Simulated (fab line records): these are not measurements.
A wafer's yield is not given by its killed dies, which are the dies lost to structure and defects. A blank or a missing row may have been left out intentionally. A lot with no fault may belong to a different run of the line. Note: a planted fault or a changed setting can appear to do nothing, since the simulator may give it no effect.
Problem report, 8D (eight disciplines) form, completed by code | flow rit cmos | the parts of the form that need people (team, actions taken, sign-off) are left out

## 1. WHAT IS WRONG
NWELL_TW at RIT_NWELL_TW_MEAS_10 reads a mean of 2048 on 6 wafers of 2 lots; wafers without a fault read 2137 with a standard deviation of 9.7. That is -9.2 standard deviations from the usual mean.
The first sign was on wafer L237.4 at day 4 01:20, on film metro-03. The record holds 33 wafers of 11 lots with a number at this step. Rule for "out" (also "out of limits"): further than 4 standard deviations from the usual mean. The other wafers with a number count as sound.

## 2. WHAT IT IS AND WHAT IT IS NOT
question                    | is                           | is not
which readings at this step | NWELL_TW                     | -
which lots                  | L237, L238                   | L227, L228, L229, L240, L242, L246, L247, L249, L250
which wafers of those lots  | all that have a number       | -
read on which gauges        | film metro-01, film metro-03 | film metro-02
when                        | from day 4 01:20             | up to then (9 sound wafers); but 18 sound wafers of L240, L242, L246, L247, L249, L250 came after

## 3. WHAT RULES OUT EACH SUSPECT
Counting: any tool at a process step up to the reading is kept as a suspect provided that every lot that is out went through it and no sound lot did after the first of them.
- the gauge at RIT_NWELL_TW_MEAS_10 has been ruled out. The wafers that are out were read on 2 gauges (film metro-01, film metro-03).
- implanter-03 at RIT_NWELL_IMPLANT_08: kept. All lots that are out passed through it, beginning with L237 at day 4 01:04, and no sound lot followed; its final sound lot before that point was L229 at day 2 08:51. Out on those wafers are its own readings of beam energy keV.
The count leaves implanter-03 at RIT_NWELL_IMPLANT_08.

## 4. THE CAUSE (what the simulator had put in)
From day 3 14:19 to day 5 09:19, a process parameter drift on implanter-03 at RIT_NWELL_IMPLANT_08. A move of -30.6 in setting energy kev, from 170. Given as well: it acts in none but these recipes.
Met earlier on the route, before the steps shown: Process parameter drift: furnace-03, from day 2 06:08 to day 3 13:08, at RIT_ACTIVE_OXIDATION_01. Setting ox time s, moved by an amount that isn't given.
After counting, this tool was the only one left.

## 5. SEQUENCE OF EFFECTS, ordered by route
Each row: a reading whose mean over the struck wafers that have a number lies more than 3 standard deviations from the usual. Readings are gone through only where the record gives a usual standard deviation; hours: the median, over the lots, of the time from a lot's start at the first step in this table giving one to that lot's start at this step; sigmas: the change measured in usual standard deviations.
hours | step                 | reading         | usual  | on struck wafers | change | sigmas
0     | RIT_NWELL_IMPLANT_08 | beam energy keV | 170.00 | 139.40           | -30.60 | -99 or more
0     | RIT_NWELL_TW_MEAS_10 | NWELL_TW        | 2137   | 2048             | -90    | -9.2
Its process steps:
- RIT_NWELL_IMPLANT_08

## 6. HOW IT WOULD HAVE BEEN CAUGHT EARLIER
11 hours passed between the start of the fault at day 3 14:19 and the first reading out of limits at a measuring or inspecting step in this record, taken at day 4 01:20.
At RIT_NWELL_IMPLANT_08, the tool's own readings (beam energy keV) were out on each struck wafer the step has a row for, so an alarm limit on them would have fired on the first such wafer.
L238, from the lots that are out (2), started RIT_NWELL_IMPLANT_08 on implanter-03 later than day 4 01:20. Putting the tool on hold at that point would have spared it.
